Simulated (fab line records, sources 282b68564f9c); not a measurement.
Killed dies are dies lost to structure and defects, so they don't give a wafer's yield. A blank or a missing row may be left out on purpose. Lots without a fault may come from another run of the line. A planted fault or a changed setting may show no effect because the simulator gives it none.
fab line records | flow rit_cmos
record lots=15 wafers=45 last_day=19
route steps=202 shown REOX@101
lots that met no fault: from a run of the same line without faults
start_h: hours from the record's first day to the start of the lot's first wafer shown | wait_h: hours since the lot's step before | " the same as in the row above | L1.1+2: a row that stands for several wafers | - no value, or no start given | * or withheld: withheld | < > ~ a bound
route shown NAME@n: a module of which the file shows steps, and the number in the route of the first | usual: mean/standard deviation of fault-free wafers | same: alike in all rows | chamber/n: place in a boat | sites: the reading at each site | _std_site: their standard deviation | _edge_site: outer sites' mean less inner sites' | radius_mm: how far each site lies from the wafer's centre | mask NAME#n: copy n | behind: the tool/chamber that last shaped the wafer | hold: why the lot was held/for how many hours/how that ended | device: the transistor (n, p or np) that didn't switch | end of line: the same wafers' tests at the end of the route | a step without rows: its recipe alone | killed: dies lost to structure and defects at the first sort, not the wafer's yield | map: a wafer's dies, x killed, . not, _ none there
set.NAME: the setting as run; set.NAME@STEP: as run at that earlier step | model.NAME: the simulator's own value behind a step, which no gauge read
steps of the route over a sample of lots; a table a step, a row a wafer
services: from which hour (start_h, from the record's first day; less than 0 if before it) a tool's chamber was out of use, for how many hours, and why
## steps
# step RIT_REOX_OXIDATION_03
# recipe temp_c=900 ambient=O2 target_thk_a=252 ox_time_s=5580
# usual ox_temp_c=900.0/0.39 ox_temp_c_max=904.0/1.8 spike_tc_source_C=925.4/1.7
# columns lot.wafer tool chamber start_h wait_h ox_temp_c ox_temp_c_max spike_tc_source_C
L126.1 furnace-04 0 42.70 0.0 899.7 902.1 927.3
L126.3 " 0 " " 900.0 903.5 925.6
L126.4 " 0 " " 900.6 903.3 925.8
L127.2 furnace-04 0 54.96 3.4 899.9 902.4 925.1
L127.4 " 0 " " 899.7 902.0 927.8
L127.6 " 0 " " 899.8 903.0 927.1
L128.1 furnace-03 0 62.14 3.4 899.9 905.9 923.9
L128.2 " 0 " " 899.4 905.5 923.4
L128.6 " 0 " " 899.2 905.2 922.7
L129.1 furnace-03 - 68.92 0.5 - - -
L129.2 " - " " - - -
L129.5 " - " " - - -
L130.1 furnace-01 - 70.75 0.7 - - -
L130.4 " - " " - - -
L130.5 " - " " - - -
L131.1 furnace-04 - 73.46 1.3 - - -
L131.2 " - " " - - -
L131.4 " - " " - - -
L139.2 furnace-04 0 117.66 0.0 900.0 903.4 927.3
L139.4 " 0 " " 900.2 903.1 927.0
L139.5 " 0 " " 900.0 902.8 925.8
L140.2 furnace-04 0 121.29 0.4 900.3 904.1 926.3
L140.4 " 0 " " 900.2 904.7 926.0
L140.6 " 0 " " 900.6 904.2 925.2
L141.2 furnace-04 0 128.92 1.0 900.0 903.1 926.0
L141.3 " 0 " " 899.5 902.4 927.8
L141.4 " 0 " " 899.6 903.0 926.2
L142.1 furnace-04 0 128.92 0.7 900.1 903.0 926.2
L142.2 " 0 " " 899.8 902.7 926.7
L142.3 " 0 " " 900.3 903.9 925.2
L143.2 furnace-04 0 134.80 0.0 900.5 903.3 926.2
L143.3 " 0 " " 900.0 903.2 928.5
L143.6 " 0 " " 900.3 903.2 926.4
L144.1 furnace-03 0 137.91 0.0 899.8 907.5 924.4
L144.3 " 0 " " 900.3 908.1 923.5
L144.6 " 0 " " 900.2 906.6 922.4
L146.2 furnace-01 0 149.13 0.2 900.2 901.9 924.5
L146.3 " 0 " " 899.6 902.5 926.7
L146.6 " 0 " " 899.9 902.4 925.4
L148.2 furnace-03 0 154.49 0.4 899.9 905.4 923.3
L148.5 " 0 " " 899.3 905.5 923.0
L148.6 " 0 " " 899.8 905.9 922.6
L147.2 furnace-04 0 429.61 1.1 899.6 902.0 926.7
L147.4 " 0 " " 899.3 903.5 925.4
L147.5 " 0 " " 899.1 902.4 926.5
## services
# columns tool chamber start_h hours kind
furnace-01 - 22.00 2.3 repair
furnace-03 - 57.56 3.0 pm
furnace-04 - 97.05 2.6 pm
furnace-01 - 102.88 4.3 pm
furnace-01 - 153.12 5.6 repair
furnace-04 - 214.24 2.3 pm
furnace-01 - 219.25 3.3 pm
furnace-03 - 225.34 4.5 pm
furnace-04 - 332.05 8.6 pm
furnace-01 - 339.58 7.1 pm
furnace-03 - 367.26 3.8 pm
furnace-01 - 377.18 4.3 pm
furnace-03 - 377.41 6.9 pm
furnace-04 - 382.94 3.7 pm
furnace-01 - 385.31 3.8 pm
furnace-04 - 386.60 3.3 pm
furnace-03 - 392.88 3.7 pm
furnace-01 - 393.39 4.5 repair
## key
first_sign step=RIT_REOX_OXIDATION_03 reading=tool_record direction=missing
effect none on later readings
met_at RIT_REOX_OXIDATION_03
struck_lots L129,L130,L131
later_rows_left_out L129.1,L129.2,L129.5,L130.1,L130.4,L130.5,L131.1,L131.2,L131.4
sort_left_out L129.1,L129.2,L129.5,L130.1,L130.4,L130.5,L131.1,L131.2,L131.4
tester_left_out L129,L130,L131
onset_between 62.14 68.92
fault kind=skipped_step_whole tool=furnace-01,furnace-03,furnace-04 chamber=- onset_h=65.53 steps=RIT_REOX_OXIDATION_03 scope=struck_lots_only
# tester_left_out: of these lots the tester's yield and bins aren't shown, on N5 and GAA mostly nor the transistor test; their killed dies are dies lost to structure and defects alone, not to doping, threshold or leakage, so they don't give the yield
# sort_left_out: the simulated sort isn't trusted on such a fault, so these wafers' sort isn't shown, and their yield isn't known
# later_rows_left_out: the simulator's readings of these wafers behind a module that went badly wrong aren't trusted and aren't shown, but for the sort
